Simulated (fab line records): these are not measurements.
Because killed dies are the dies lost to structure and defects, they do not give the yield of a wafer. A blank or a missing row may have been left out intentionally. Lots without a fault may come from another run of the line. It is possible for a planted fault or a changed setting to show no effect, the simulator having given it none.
Lot-split experiment || flow berkeleyCmos170 || 5 lots, 23 wafers read, on a route of 331 steps

## ABOUT THE SPLIT
At UCB170_PLDD_PEB_04, the setting pebTempC was moved away from the recipe's 130 C on 8 of the 23 wafers read, by -1.2% to +1.2%. This setting was run at the recipe's value on the other wafers.

## THE PATH FROM SPLIT TO READING: the file shows 1 step between them
- UCB170_PLDD_DEVELOP_05: develop time 45 s

## THE READING
Shown in nm: cdNm at UCB170_PLDD_CD_MEAS_06, with target cd 1200 nm. On this fab line, fault-free wafers typically give 1200.3 nm with a standard deviation of 1.4 nm.

{"wafer": "L077.1", "tool, chamber at the split": "lithoTrack-02, 0", "pebTempC as run, C": 130, "against the recipe": "recipe", "cdNm, nm": 1203.6, "against lot-mates on the recipe": "-"}
{"wafer": "L077.3", "tool, chamber at the split": "lithoTrack-02, 0", "pebTempC as run, C": 131.5, "against the recipe": "+1.2%", "cdNm, nm": 1214.9, "against lot-mates on the recipe": "+12.0"}
{"wafer": "L077.4", "tool, chamber at the split": "lithoTrack-02, 0", "pebTempC as run, C": 131.5, "against the recipe": "+1.2%", "cdNm, nm": 1213.3, "against lot-mates on the recipe": "+10.4"}
{"wafer": "L077.5", "tool, chamber at the split": "lithoTrack-02, 0", "pebTempC as run, C": 131.5, "against the recipe": "+1.2%", "cdNm, nm": 1214.9, "against lot-mates on the recipe": "+12.0"}
{"wafer": "L077.6", "tool, chamber at the split": "lithoTrack-02, 0", "pebTempC as run, C": 130, "against the recipe": "recipe", "cdNm, nm": 1202.3, "against lot-mates on the recipe": "-"}
{"wafer": "L079.1", "tool, chamber at the split": "lithoTrack-03, 0", "pebTempC as run, C": 131.1, "against the recipe": "+0.8%", "cdNm, nm": 1205.7, "against lot-mates on the recipe": "+7.9"}
{"wafer": "L079.2", "tool, chamber at the split": "lithoTrack-03, 0", "pebTempC as run, C": 131.1, "against the recipe": "+0.8%", "cdNm, nm": 1205.8, "against lot-mates on the recipe": "+8.0"}
{"wafer": "L079.3", "tool, chamber at the split": "lithoTrack-03, 0", "pebTempC as run, C": 130, "against the recipe": "recipe", "cdNm, nm": 1198.5, "against lot-mates on the recipe": "-"}
{"wafer": "L079.4", "tool, chamber at the split": "lithoTrack-03, 0", "pebTempC as run, C": 130, "against the recipe": "recipe", "cdNm, nm": 1197.2, "against lot-mates on the recipe": "-"}
{"wafer": "L079.5", "tool, chamber at the split": "lithoTrack-03, 0", "pebTempC as run, C": 131.1, "against the recipe": "+0.8%", "cdNm, nm": 1204.3, "against lot-mates on the recipe": "+6.5"}
{"wafer": "L078.1", "tool, chamber at the split": "lithoTrack-04, 0", "pebTempC as run, C": 130, "against the recipe": "recipe", "cdNm, nm": 1201.1, "against lot-mates on the recipe": "-"}
{"wafer": "L078.3", "tool, chamber at the split": "lithoTrack-04, 0", "pebTempC as run, C": 130, "against the recipe": "recipe", "cdNm, nm": 1201.0, "against lot-mates on the recipe": "-"}
{"wafer": "L078.4", "tool, chamber at the split": "lithoTrack-04, 0", "pebTempC as run, C": 130, "against the recipe": "recipe", "cdNm, nm": 1201.1, "against lot-mates on the recipe": "-"}
{"wafer": "L078.5", "tool, chamber at the split": "lithoTrack-04, 0", "pebTempC as run, C": 130, "against the recipe": "recipe", "cdNm, nm": 1201.6, "against lot-mates on the recipe": "-"}
{"wafer": "L078.6", "tool, chamber at the split": "lithoTrack-04, 0", "pebTempC as run, C": 130, "against the recipe": "recipe", "cdNm, nm": 1201.7, "against lot-mates on the recipe": "-"}
{"wafer": "L081.1", "tool, chamber at the split": "lithoTrack-03, 0", "pebTempC as run, C": 130, "against the recipe": "recipe", "cdNm, nm": 1200.2, "against lot-mates on the recipe": "-"}
{"wafer": "L081.3", "tool, chamber at the split": "lithoTrack-03, 0", "pebTempC as run, C": 130, "against the recipe": "recipe", "cdNm, nm": 1200.3, "against lot-mates on the recipe": "-"}
{"wafer": "L081.6", "tool, chamber at the split": "lithoTrack-03, 0", "pebTempC as run, C": 130, "against the recipe": "recipe", "cdNm, nm": 1199.3, "against lot-mates on the recipe": "-"}
{"wafer": "L083.1", "tool, chamber at the split": "lithoTrack-03, 0", "pebTempC as run, C": 130, "against the recipe": "recipe", "cdNm, nm": 1199.5, "against lot-mates on the recipe": "-"}
{"wafer": "L083.3", "tool, chamber at the split": "lithoTrack-03, 0", "pebTempC as run, C": 130, "against the recipe": "recipe", "cdNm, nm": 1199.1, "against lot-mates on the recipe": "-"}
{"wafer": "L083.4", "tool, chamber at the split": "lithoTrack-03, 0", "pebTempC as run, C": 128.4, "against the recipe": "-1.2%", "cdNm, nm": 1189.7, "against lot-mates on the recipe": -10.0}
{"wafer": "L083.5", "tool, chamber at the split": "lithoTrack-03, 0", "pebTempC as run, C": 130, "against the recipe": "recipe", "cdNm, nm": 1200.5, "against lot-mates on the recipe": "-"}
{"wafer": "L083.6", "tool, chamber at the split": "lithoTrack-03, 0", "pebTempC as run, C": 128.4, "against the recipe": "-1.2%", "cdNm, nm": 1187.2, "against lot-mates on the recipe": -12.5}

FIT RESULTS
A straight line over all 23 wafers: cdNm changes by +9.85 nm for each +1% of pebTempC; r = +0.95; the points scatter about the line by 2.2 nm.
The same after taking each lot's own level away (the mean of its wafers on the recipe; 23 wafers): +9.37 nm for each +1%; r = +0.99; scatter 0.76 nm.
Per that fit: largest pebTempC move, reading shift of 12 nm.
The lots' own levels span 1197.85 to 1202.95 nm, that is 3.6 times the standard deviation above.
The two slopes are in agreement: the lot-to-lot level therefore moves the slope only a little.
Check: -12 nm against its lot-mates is what the line predicts for one of the wafers moved furthest among these (-1.2%) when that wafer is left out of the fit. It came out at -10 nm against them.

## THESE WAFERS: OTHER SPLITS
Note: prior to the reading, these wafers also went through further splits. Each is held against what the fit with the lots' levels taken away leaves over:
{"other split on the same wafers": "UCB170_SACOX_OXIDATION_01 tempC", "wafers away from the commonest value": 15, "r with cdNm (lot level and that fit taken away)": -0.18}
{"other split on the same wafers": "UCB170_SCREENOX_OXIDATION_01 oxTimeS", "wafers away from the commonest value": 18, "r with cdNm (lot level and that fit taken away)": "+0.00"}
{"other split on the same wafers": "UCB170_NVT_IMPLANT_07 doseCm2", "wafers away from the commonest value": 4, "r with cdNm (lot level and that fit taken away)": -0.11}
{"other split on the same wafers": "UCB170_PVT_IMPLANT_07 doseCm2", "wafers away from the commonest value": 4, "r with cdNm (lot level and that fit taken away)": "+0.28"}
{"other split on the same wafers": "UCB170_GATE_EXPOSE_09 doseMj", "wafers away from the commonest value": 8, "r with cdNm (lot level and that fit taken away)": "+0.04"}
{"other split on the same wafers": "UCB170_PLDD_COAT_01 resistThkNm", "wafers away from the commonest value": 11, "r with cdNm (lot level and that fit taken away)": -0.61}

## THE FILE'S OWN FIT
cdNm changes by +9.34 nm for each +1% of pebTempC, r = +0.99.
